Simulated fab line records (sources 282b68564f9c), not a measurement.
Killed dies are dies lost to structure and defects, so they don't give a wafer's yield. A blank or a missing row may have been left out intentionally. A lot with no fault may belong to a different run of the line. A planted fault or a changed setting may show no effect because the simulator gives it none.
Code-filled problem report in 8D (eight disciplines) form + flow ritCmos + the parts of the form that need people (team, actions taken, sign-off) are left out

1. WHAT WENT WRONG
Mean of runLengthS at RIT_SDANNEAL_CLEAN_02: 334 s across 6 wafers in 2 lots; on wafers with no fault it is 628 s (standard deviation 3.8). Measured from the usual mean, that is -77 standard deviations.
The step: cleans in SC2, time 600 s.
Seen first at day 5 00:46 on wetBench-04, wafer L722.3. The record has a number at this step for 42 wafers belonging to 14 lots. Rule for "out" (also "out of limits"): further than 4 standard deviations from the usual mean. Any other wafer with a number is counted as sound.

2. WHAT IT IS, AND WHAT IT ISN'T
| question                    | is                     | is not                                                                                             |
|-----------------------------|------------------------|----------------------------------------------------------------------------------------------------|
| which readings at this step | runLengthS             | -                                                                                                  |
| which lots                  | L722, L724             | L713, L714, L716, L717, L718, L721, L729, L730, L731, L732, L733, L736                             |
| which wafers of those lots  | all that have a number | -                                                                                                  |
| read on which tools         | wetBench-04            | wetBench-01, wetBench-03                                                                           |
| when                        | from day 5 00:46       | up to then (18 sound wafers); but 18 sound wafers of L729, L730, L731, L732, L733, L736 came after |

3. THE SUSPECTS, EACH WITH WHAT RULES IT OUT
Counting: a tool at a process step up to the reading stays a suspect if it ran every lot that is out and no sound lot after the first of them.
- wetBench-04 at RIT_SDANNEAL_CLEAN_02 (cleans in SC2, time 600 s): ruled out as a lasting fault. Following L722 (day 5 00:46), the first lot on it that is out, the sound lots L736 were run on it.
Left after counting: nothing in the record.

4. THE CAUSE (what the simulator had put in)
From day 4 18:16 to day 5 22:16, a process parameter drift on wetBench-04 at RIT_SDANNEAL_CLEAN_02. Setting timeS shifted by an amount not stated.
Counting ruled it out, wrongly.

5. THE CHAIN OF EFFECTS, in route order
One row per reading whose mean, taken over the struck wafers that have a number, lies over 3 standard deviations from the usual. Scope: only readings with a usual standard deviation given in the record; hours: median across lots of the time from each lot's start at the first step in this table that gives one to its start at this step; sigmas: change in usual standard deviations.
| hours | step                  | reading    | usual | on struck wafers | change | sigmas |
|-------|-----------------------|------------|-------|------------------|--------|--------|
| 0     | RIT_SDANNEAL_CLEAN_02 | runLengthS | 628 s | 334              | -294   | -77    |
It contains these process steps:
- RIT_SDANNEAL_CLEAN_02: cleans in SC2, time 600 s.

6. WHAT WOULD HAVE CAUGHT IT SOONER
6 hours passed between the start of the fault at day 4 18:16 and the first reading out of limits in this record, taken at day 5 00:46.
